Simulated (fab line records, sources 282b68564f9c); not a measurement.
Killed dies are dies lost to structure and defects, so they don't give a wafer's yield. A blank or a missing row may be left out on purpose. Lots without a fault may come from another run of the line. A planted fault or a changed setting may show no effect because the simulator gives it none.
fab line records | flow rit_cmos | part 1 of 2: steps 1 to 26 of 37
record lots=5 wafers=15 last_day=7
route steps=202 shown GATE@79 FOX2@80 REOX@98 NLDD@103 PLDD@114
lots that met no fault: from a run of the same line without faults
start_h: hours from the record's first day to the start of the lot's first wafer shown | wait_h: hours since the lot's step before | " the same as in the row above | L1.1+2: a row that stands for several wafers | - no value, or no start given | * or withheld: withheld | < > ~ a bound
route shown NAME@n: a module of which the file shows steps, and the number in the route of the first | usual: mean/standard deviation of fault-free wafers | same: alike in all rows | chamber/n: place in a boat | sites: the reading at each site | _std_site: their standard deviation | _edge_site: outer sites' mean less inner sites' | radius_mm: how far each site lies from the wafer's centre | mask NAME#n: copy n | behind: the tool/chamber that last shaped the wafer | hold: why the lot was held/for how many hours/how that ended | device: the transistor (n, p or np) that didn't switch | end of line: the same wafers' tests at the end of the route | a step without rows: its recipe alone | killed: dies lost to structure and defects at the first sort, not the wafer's yield | map: a wafer's dies, x killed, . not, _ none there
set.NAME: the setting as run; set.NAME@STEP: as run at that earlier step | model.NAME: the simulator's own value behind a step, which no gauge read
lots at some steps of the route; a table a step, a row a wafer
services: from which hour (start_h, from the record's first day; less than 0 if before it) a tool's chamber was out of use, for how many hours, and why
## steps
# step RIT_GATE_CLEAN_04
# recipe chemistry=dHF dilution=50:1 time_s=60 dry=n2_spin
# columns lot.wafer tool chamber start_h wait_h
L077.3+4+5 wet_bench-02 1 46.82 0.0
L080.2+3+5 wet_bench-04 2 64.36 0.0
L083.2+4+5 wet_bench-02 3 77.12 0.0
L092.1+3+6 wet_bench-02 1 122.68 0.0
L094.3+4+5 wet_bench-04 2 131.42 0.0
# step RIT_FOX2_THK_MEAS_91
# recipe reads=SiO2_of_FOX2_OXIDATION_00
# usual FIELD_OXIDE_LEFT_2_THK=249/7.4
# columns lot.wafer tool chamber start_h wait_h FIELD_OXIDE_LEFT_2_THK[nm]
L077.3 film_metro-03 - 46.87 0.0 241
L077.4 " - " " 244
L077.5 " - " " 245
L080.2 film_metro-04 - 64.40 0.0 235
L080.3 " - " " 238
L080.5 " - " " 229
L083.2 film_metro-03 - 77.15 0.0 250
L083.4 " - " " 249
L083.5 " - " " 255
L092.1 film_metro-02 - 122.70 0.0 242
L092.3 " - " " 247
L092.6 " - " " 244
L094.3 film_metro-02 - 131.46 0.0 244
L094.4 " - " " 244
L094.5 " - " " 249
# step RIT_GATE_OXIDATION_05
# recipe temp_c=900 ambient=O2 target_thk_a=30 ox_time_s=270
# usual spike_tc_load_C=927/3.9 tube_center_temp_C_max=902.4/0.4
# columns lot.wafer tool chamber start_h wait_h spike_tc_load_C tube_center_temp_C_max
L077.3 furnace-01 0 47.96 1.1 924 902.6
L077.4 " 0 " " 924 902.1
L077.5 " 0 " " 924 902.7
L080.2 furnace-01 0 64.45 0.0 926 902.3
L080.3 " 0 " " 924 902.4
L080.5 " 0 " " 924 902.2
L083.2 furnace-04 0 77.20 0.0 925 902.1
L083.4 " 0 " " 924 902.4
L083.5 " 0 " " 923 902.6
L092.1 furnace-02 0 123.46 0.7 931 902.8
L092.3 " 0 " " 932 903.0
L092.6 " 0 " " 932 902.8
L094.3 furnace-04 0 132.81 1.3 926 901.9
L094.4 " 0 " " 925 902.5
L094.5 " 0 " " 924 902.1
# step RIT_GATE_ANNEAL_06
# recipe temp_c=900 time_s=600 ambient=N2O
# usual spike_tc_load_C=928/4.1 tube_center_temp_C_max=902.3/0.37
# columns lot.wafer tool chamber start_h wait_h spike_tc_load_C tube_center_temp_C_max
L077.3 furnace-01 0 50.35 1.3 926 902.6
L077.4 " 0 " " 925 902.9
L077.5 " 0 " " 924 902.5
L080.2 furnace-01 0 65.52 0.0 924 902.5
L080.3 " 0 " " 925 902.2
L080.5 " 0 " " 923 902.2
L083.2 furnace-04 0 78.28 0.0 924 902.0
L083.4 " 0 " " 924 902.0
L083.5 " 0 " " 925 902.0
L092.1 furnace-01 0 124.54 0.0 924 901.9
L092.3 " 0 " " 925 903.1
L092.6 " 0 " " 925 901.9
L094.3 furnace-01 0 136.97 3.1 923 902.2
L094.4 " 0 " " 925 901.9
L094.5 " 0 " " 924 902.7
# step RIT_GATE_THK_MEAS_07
# recipe reads=SiO2_of_GATE_OXIDATION_05
# usual GATE_OXIDE_THK=2.99/0.064
# columns lot.wafer tool chamber start_h wait_h GATE_OXIDE_THK[nm]
L077.3 film_metro-03 - 50.62 0.0 2.97
L077.4 " - " " 2.92
L077.5 " - " " 2.98
L080.2 film_metro-04 - 65.78 0.0 3.03
L080.3 " - " " 3.07
L080.5 " - " " 3.00
L083.2 film_metro-04 - 78.54 0.0 2.93
L083.4 " - " " 3.03
L083.5 " - " " 3.05
L092.1 film_metro-02 - 124.79 0.0 2.98
L092.3 " - " " 3.08
L092.6 " - " " 2.97
L094.3 film_metro-04 - 137.24 0.0 2.98
L094.4 " - " " 2.99
L094.5 " - " " 3.01
# step RIT_GATE_CVD_08
# recipe material=poly-Si target_thk_nm=250 temp_c=610 precursor=SiH4 time_s=2220 pressure_mtorr=300 sih4_flow_sccm=100
# usual spike_tc_load_C=632/3.1
# columns lot.wafer tool chamber start_h wait_h spike_tc_load_C
L077.3 lpcvd-02 0 50.66 0.0 637
L077.4 " 0 " " 635
L077.5 " 0 " " 636
L080.2 lpcvd-01 1 65.83 0.0 632
L080.3 " 1 " " 629
L080.5 " 1 " " 631
L083.2 lpcvd-01 1 78.59 0.0 632
L083.4 " 1 " " 633
L083.5 " 1 " " 631
L092.1 lpcvd-01 1 124.85 0.1 630
L092.3 " 1 " " 631
L092.6 " 1 " " 632
L094.3 lpcvd-01 1 137.28 0.0 632
L094.4 " 1 " " 632
L094.5 " 1 " " 632
# step RIT_GATE_THK_MEAS_09
# recipe reads=poly-Si_of_GATE_CVD_08
# usual GATE_POLY_THK=250.9/2.4
# columns lot.wafer tool chamber start_h wait_h GATE_POLY_THK[nm]
L077.3 film_metro-02 - 52.29 0.0 249.2
L077.4 " - " " 247.4
L077.5 " - " " 249.1
L080.2 film_metro-03 - 68.27 0.0 254.6
L080.3 " - " " 253.2
L080.5 " - " " 253.8
L083.2 film_metro-04 - 80.21 0.0 251.8
L083.4 " - " " 252.5
L083.5 " - " " 251.7
L092.1 film_metro-04 - 126.46 0.0 250.5
L092.3 " - " " 251.1
L092.6 " - " " 251.9
L094.3 film_metro-04 - 138.92 0.0 250.5
L094.4 " - " " 251.5
L094.5 " - " " 250.4
# step RIT_GATE_HMDS_10
# recipe prime_time_s=60 prime_temp_c=140
# usual exhaust_pa=44.8/0.88
# columns lot.wafer tool chamber start_h wait_h exhaust_pa
L077.3 litho_track-02 0 52.38 0.1 45.5
L077.4 " 0 " " 45.8
L077.5 " 0 " " 45.3
L080.2 litho_track-03 0 68.38 0.1 44.8
L080.3 " 0 " " 43.6
L080.5 " 0 " " 44.2
L083.2 litho_track-03 0 80.30 0.1 46.3
L083.4 " 0 " " 44.4
L083.5 " 0 " " 44.1
L092.1 litho_track-01 0 126.52 0.1 43.0
L092.3 " 0 " " 42.9
L092.6 " 0 " " 43.3
L094.3 litho_track-03 0 139.01 0.1 43.3
L094.4 " 0 " " 44.0
L094.5 " 0 " " 44.5
# step RIT_GATE_COAT_11
# recipe resist=NOVOLAK spin_rpm=4250 resist_thk_nm=850
# usual exhaust_pa=44.9/0.86
# columns lot.wafer tool chamber start_h wait_h exhaust_pa
L077.3 litho_track-02 0 52.53 0.1 43.9
L077.4 " 0 " " 43.4
L077.5 " 0 " " 43.6
L080.2 litho_track-03 0 68.53 0.1 46.8
L080.3 " 0 " " 45.6
L080.5 " 0 " " 45.8
L083.2 litho_track-03 0 80.45 0.1 43.9
L083.4 " 0 " " 44.1
L083.5 " 0 " " 45.9
L092.1 litho_track-01 0 126.67 0.1 44.9
L092.3 " 0 " " 46.4
L092.6 " 0 " " 44.1
L094.3 litho_track-03 0 139.16 0.1 43.3
L094.4 " 0 " " 44.4
L094.5 " 0 " " 44.4
# step RIT_GATE_SOFTBAKE_12
# recipe resist=NOVOLAK temp_c=90 time_s=60
# usual exhaust_pa=44.7/0.72 plate_temp_C=90.00/0.1
# columns lot.wafer tool chamber start_h wait_h exhaust_pa plate_temp_C
L077.3 litho_track-02 0 52.68 0.1 45.7 89.84
L077.4 " 0 " " 44.1 89.79
L077.5 " 0 " " 44.2 89.83
L080.2 litho_track-03 0 68.68 0.1 43.6 90.04
L080.3 " 0 " " 45.0 90.11
L080.5 " 0 " " 44.3 90.15
L083.2 litho_track-03 0 80.60 0.1 43.5 89.99
L083.4 " 0 " " 44.5 89.84
L083.5 " 0 " " 44.9 89.95
L092.1 litho_track-01 0 126.82 0.1 44.8 90.13
L092.3 " 0 " " 43.6 89.88
L092.6 " 0 " " 44.9 90.05
L094.3 litho_track-03 0 139.31 0.1 44.9 90.15
L094.4 " 0 " " 46.3 90.07
L094.5 " 0 " " 45.5 89.94
# step RIT_GATE_EXPOSE_13
# recipe mask_id=M6 na=0.6 source_shape=conventional sigma_outer=0.6 target_cd_nm=150 dose_mj=380
# columns lot.wafer tool chamber start_h wait_h mask
L077.3+4+5 iline_stepper-02 0 52.82 0.1 M6#0
L080.2+3+5 iline_stepper-02 0 68.97 0.3 M6#0
L083.2+4+5 iline_stepper-02 0 80.83 0.2 M6#0
L092.1+3+6 iline_stepper-01 0 127.10 0.2 M6#0
L094.3+4+5 iline_stepper-01 0 139.45 0.1 M6#0
# step RIT_GATE_PEB_14
# recipe resist=NOVOLAK temp_c=withheld time_s=withheld
# usual exhaust_pa=45.0/0.76
# columns lot.wafer tool chamber start_h wait_h exhaust_pa
L077.3 litho_track-03 0 52.95 0.1 44.3
L077.4 " 0 " " 45.1
L077.5 " 0 " " 44.9
L080.2 litho_track-03 0 69.10 0.1 46.2
L080.3 " 0 " " 45.0
L080.5 " 0 " " 44.3
L083.2 litho_track-03 0 80.95 0.1 44.8
L083.4 " 0 " " 44.8
L083.5 " 0 " " 45.2
L092.1 litho_track-01 0 127.21 0.1 44.6
L092.3 " 0 " " 45.3
L092.6 " 0 " " 45.9
L094.3 litho_track-01 0 139.65 0.2 43.7
L094.4 " 0 " " 44.5
L094.5 " 0 " " 43.7
# step RIT_GATE_DEVELOP_15
# recipe resist=NOVOLAK develop_time_s=50 dev_temp_c=23
# usual exhaust_pa=44.8/0.95
# same develop_time_s=50
# columns lot.wafer tool chamber start_h wait_h exhaust_pa
L077.3 litho_track-03 0 - - 44.8
L077.4 " 0 " " 45.4
L077.5 " 0 " " 44.4
L080.2 litho_track-03 0 - - 44.2
L080.3 " 0 " " 44.0
L080.5 " 0 " " 44.8
L083.2 litho_track-03 0 - - 45.4
L083.4 " 0 " " 44.7
L083.5 " 0 " " 43.4
L092.1 litho_track-01 0 - - 43.0
L092.3 " 0 " " 42.7
L092.6 " 0 " " 43.0
L094.3 litho_track-01 0 - - 46.0
L094.4 " 0 " " 45.1
L094.5 " 0 " " 44.4
# step RIT_GATE_CD_MEAS_16
# recipe target_cd_nm=150
# usual cd_nm=149.0/2.6
# columns lot.wafer tool chamber start_h wait_h cd_nm
L077.3 cd_sem-01 - 53.22 - 146.8
L077.4 " - " " 150.0
L077.5 " - " " 148.7
L080.2 cd_sem-02 - 69.37 - 146.6
L080.3 " - " " 148.4
L080.5 " - " " 148.4
L083.2 cd_sem-02 - 81.23 - 148.4
L083.4 " - " " 146.0
L083.5 " - " " 148.4
L092.1 cd_sem-02 - 127.50 - 144.7
L092.3 " - " " 146.2
L092.6 " - " " 147.5
L094.3 cd_sem-01 - 139.92 - 149.5
L094.4 " - " " 149.5
L094.5 " - " " 149.1
# step RIT_GATE_OVL_MEAS_17
# usual GATE_OVL=-0.1/1.5
# columns lot.wafer tool chamber start_h wait_h GATE_OVL[nm]
L077.3 overlay-01 - 53.31 0.1 -1.1
L077.4 " - " " -2.8
L077.5 " - " " -2.4
L080.2 overlay-02 - 69.48 0.1 -1.1
L080.3 " - " " 2.1
L080.5 " - " " -0.4
L083.2 overlay-02 - 81.34 0.1 0.5
L083.4 " - " " 0.2
L083.5 " - " " -0.1
L092.1 overlay-02 - 127.62 0.1 0.9
L092.3 " - " " 0.4
L092.6 " - " " -0.4
L094.3 overlay-02 - 140.02 0.1 1.9
L094.4 " - " " 1.9
L094.5 " - " " 4.1
# step RIT_GATE_HARDBAKE_18
# recipe resist=NOVOLAK temp_c=140 time_s=60
# usual exhaust_pa=45.1/0.92 plate_temp_C=140.01/0.14
# columns lot.wafer tool chamber start_h wait_h exhaust_pa plate_temp_C
L077.3 litho_track-03 0 53.39 0.1 44.7 139.86
L077.4 " 0 " " 45.4 140.14
L077.5 " 0 " " 44.5 140.21
L080.2 litho_track-03 0 69.54 0.0 46.5 140.20
L080.3 " 0 " " 46.4 140.19
L080.5 " 0 " " 44.5 140.25
L083.2 litho_track-03 0 81.39 0.0 45.3 139.79
L083.4 " 0 " " 44.6 139.91
L083.5 " 0 " " 44.9 140.23
L092.1 litho_track-02 0 127.65 0.0 43.3 139.95
L092.3 " 0 " " 44.3 139.85
L092.6 " 0 " " 44.2 139.77
L094.3 litho_track-03 0 140.09 0.1 46.8 139.95
L094.4 " 0 " " 46.4 140.04
L094.5 " 0 " " 46.2 139.81
# step RIT_GATE_ETCH_19
# recipe chemistry=SF6/CHF3/O2 time_s=165 SF6_flow_sccm=30 CHF3_flow_sccm=30 O2_flow_sccm=5 target=poly-Si pressure_mtorr=40 rf_w=160 target_depth_a=3125 over_etch_frac=0.25 stop_on=SiO2
# usual SF6_flow_sccm=29.99/0.089 chamber_pressure_mTorr=40.00/0.04 drypump_motor_current_A=5.54/0.29 oes_product_au=0.856/0.012 throttle_valve_pct=10.28/0.12
# columns lot.wafer tool chamber start_h wait_h SF6_flow_sccm chamber_pressure_mTorr drypump_motor_current_A oes_product_au rf_hours_counter_h throttle_valve_pct
L077.3 rie_si-02 3 53.49 0.1 30.02 39.93 5.45 0.847 139 10.44
L077.4 " 2 " " 29.92 40.00 5.46 0.853 1 10.35
L077.5 " 1 " " 30.19 39.98 5.16 0.830 - 10.49
L080.2 rie_si-01 2 69.66 0.1 29.95 40.03 6.09 0.871 123 10.09
L080.3 " 0 " " 29.97 39.97 5.35 0.852 83 10.23
L080.5 " 2 " " 29.90 40.02 6.09 0.872 - 10.09
L083.2 rie_si-02 0 81.52 0.1 29.96 40.00 5.59 0.856 39 10.24
L083.4 " 3 " " 29.86 39.99 5.44 0.848 139 10.45
L083.5 " 2 " " 29.95 40.07 5.46 0.860 - 10.35
L092.1 rie_si-01 3 127.80 0.1 30.02 39.97 5.28 0.863 3 10.18
L092.3 " 1 " " 29.98 39.95 5.82 0.868 103 10.23
L092.6 " 2 " " 30.04 39.97 6.09 0.870 - 10.10
L094.3 rie_si-01 3 140.19 0.1 30.18 40.02 5.28 0.862 3 10.18
L094.4 " 0 " " 30.01 40.01 5.32 0.856 83 10.22
L094.5 " 2 " " 30.12 40.00 6.07 0.867 - 10.09
# step RIT_GATE_STRIP_20
# recipe chemistry=O2 time_s=180 resist=NOVOLAK platen_temp_c=withheld power_w=500 pressure_mtorr=4000 o2_flow_sccm=4000
# usual chamber_pressure_mTorr=4000/3.7 drypump_motor_current_A=5.63/0.28
# columns lot.wafer tool chamber start_h wait_h chamber_pressure_mTorr drypump_motor_current_A rf_hours_counter_h
L077.3 plasma_asher-04 0 53.66 0.1 3997 5.87 -
L077.4 " 1 " " 4003 5.52 -
L077.5 " 1 " " 3999 5.55 -
L080.2 plasma_asher-04 1 69.77 0.1 4003 5.53 45
L080.3 " 1 " " 4002 5.54 -
L080.5 " 1 " " 3991 5.51 -
L083.2 plasma_asher-01 0 81.62 0.1 4000 5.38 43
L083.4 " 0 " " 3997 5.37 -
L083.5 " 1 " " 4000 6.02 -
L092.1 plasma_asher-01 1 127.91 0.1 3998 6.03 1
L092.3 " 0 " " 4002 5.37 -
L092.6 " 0 " " 4006 5.38 -
L094.3 plasma_asher-01 1 140.36 0.1 3998 6.02 -
L094.4 " 0 " " 3998 5.36 -
L094.5 " 0 " " 3994 5.37 -
# step RIT_GATE_CD_MEAS_90
# recipe target_cd_nm=150
# usual cd_nm=149.0/2.6
# columns lot.wafer tool chamber start_h wait_h cd_nm
L077.3 cd_sem-02 - 53.81 0.1 147.0
L077.4 " - " " 150.8
L077.5 " - " " 149.0
L080.2 cd_sem-02 - 69.96 0.1 146.4
L080.3 " - " " 148.5
L080.5 " - " " 148.0
L083.2 cd_sem-01 - 81.82 0.1 148.5
L083.4 " - " " 146.1
L083.5 " - " " 148.8
L092.1 cd_sem-01 - 128.09 0.1 144.7
L092.3 " - " " 146.7
L092.6 " - " " 146.5
L094.3 cd_sem-01 - 140.51 0.1 149.8
L094.4 " - " " 149.6
L094.5 " - " " 149.0
# step RIT_REOX_CLEAN_00
# recipe chemistry=SC1 mix=3:3:50 time_s=600 temp_c=75
# columns lot.wafer tool chamber start_h wait_h
L077.3+4+5 wet_bench-04 0 53.89 0.1
L080.2+3+5 wet_bench-01 3 70.06 0.1
L083.2+4+5 wet_bench-04 2 81.92 0.1
L092.1+3+6 wet_bench-01 3 128.21 0.1
L094.3+4+5 wet_bench-01 1 140.59 0.1
# step RIT_REOX_CLEAN_01
# recipe chemistry=dHF dilution=50:1 time_s=30
# columns lot.wafer tool chamber start_h wait_h
L077.3+4+5 wet_bench-03 2 54.07 0.0
L080.2+3+5 wet_bench-03 0 70.24 0.0
L083.2+4+5 wet_bench-03 0 82.11 0.0
L092.1+3+6 wet_bench-03 1 128.40 0.0
L094.3+4+5 wet_bench-03 1 140.77 0.0
# step RIT_REOX_CLEAN_02
# recipe chemistry=SC2 mix=3:3:50 time_s=600 temp_c=75 dry=n2_spin
# columns lot.wafer tool chamber start_h wait_h
L077.3+4+5 wet_bench-04 1 54.10 0.0
L080.2+3+5 wet_bench-01 3 70.26 0.0
L083.2+4+5 wet_bench-04 1 82.13 0.0
L092.1+3+6 wet_bench-04 2 128.41 0.0
L094.3+4+5 wet_bench-01 2 140.79 0.0
# step RIT_REOX_OXIDATION_03
# recipe temp_c=900 ambient=O2 target_thk_a=252 ox_time_s=5580
# usual spike_tc_load_C=922.6/2.7 tube_center_temp_C_max=902.3/0.36
# columns lot.wafer tool chamber start_h wait_h spike_tc_load_C tube_center_temp_C_max
L077.3 furnace-01 0 54.28 0.0 923.5 902.1
L077.4 " 0 " " 924.9 902.6
L077.5 " 0 " " 924.5 902.8
L080.2 furnace-03 0 70.43 0.0 918.1 902.0
L080.3 " 0 " " 919.4 902.9
L080.5 " 0 " " 919.6 902.1
L083.2 furnace-01 0 82.32 0.0 924.7 902.4
L083.4 " 0 " " 923.3 902.2
L083.5 " 0 " " 925.6 902.4
L092.1 furnace-03 0 128.59 0.0 918.3 902.4
L092.3 " 0 " " 918.5 902.4
L092.6 " 0 " " 920.5 902.8
L094.3 furnace-01 0 140.96 0.0 923.9 902.8
L094.4 " 0 " " 923.9 902.3
L094.5 " 0 " " 925.0 902.8
# step RIT_REOX_THK_MEAS_04
# recipe reads=SiO2_of_REOX_OXIDATION_03
# usual REOX_OXIDE_THK=25.0/0.5
# columns lot.wafer tool chamber start_h wait_h REOX_OXIDE_THK[nm]
L077.3 film_metro-01 - 56.85 0.0 24.8
L077.4 " - " " 24.4
L077.5 " - " " 24.3
L080.2 film_metro-01 - 72.99 0.0 25.3
L080.3 " - " " 24.6
L080.5 " - " " 24.7
L083.2 film_metro-04 - 84.88 0.0 26.4
L083.4 " - " " 26.2
L083.5 " - " " 26.1
L092.1 film_metro-04 - 131.14 0.0 25.1
L092.3 " - " " 25.1
L092.6 " - " " 25.2
L094.3 film_metro-02 - 143.53 0.0 25.7
L094.4 " - " " 25.1
L094.5 " - " " 25.1
# step RIT_NLDD_HMDS_00
# recipe prime_time_s=60 prime_temp_c=140
# usual exhaust_pa=45.1/0.82
# columns lot.wafer tool chamber start_h wait_h exhaust_pa
L077.3 litho_track-03 0 57.04 0.2 43.5
L077.4 " 0 " " 43.7
L077.5 " 0 " " 43.9
L080.2 litho_track-04 0 73.07 0.1 44.6
L080.3 " 0 " " 45.0
L080.5 " 0 " " 45.7
L083.2 litho_track-04 0 84.95 0.1 45.9
L083.4 " 0 " " 44.5
L083.5 " 0 " " 44.5
L092.1 litho_track-02 0 131.20 0.1 45.6
L092.3 " 0 " " 46.5
L092.6 " 0 " " 44.6
L094.3 litho_track-02 0 143.62 0.1 45.4
L094.4 " 0 " " 45.5
L094.5 " 0 " " 43.9
# step RIT_NLDD_COAT_01
# recipe resist=NOVOLAK spin_rpm=3250 resist_thk_nm=1000
# usual exhaust_pa=44.8/0.94
# columns lot.wafer tool chamber start_h wait_h exhaust_pa
L077.3 litho_track-03 0 57.19 0.1 44.4
L077.4 " 0 " " 45.0
L077.5 " 0 " " 43.5
L080.2 litho_track-04 0 73.22 0.1 44.5
L080.3 " 0 " " 44.9
L080.5 " 0 " " 44.5
L083.2 litho_track-04 0 85.10 0.1 43.3
L083.4 " 0 " " 43.2
L083.5 " 0 " " 43.6
L092.1 litho_track-02 0 131.35 0.1 44.6
L092.3 " 0 " " 45.1
L092.6 " 0 " " 44.1
L094.3 litho_track-02 0 143.77 0.1 45.7
L094.4 " 0 " " 43.6
L094.5 " 0 " " 44.5
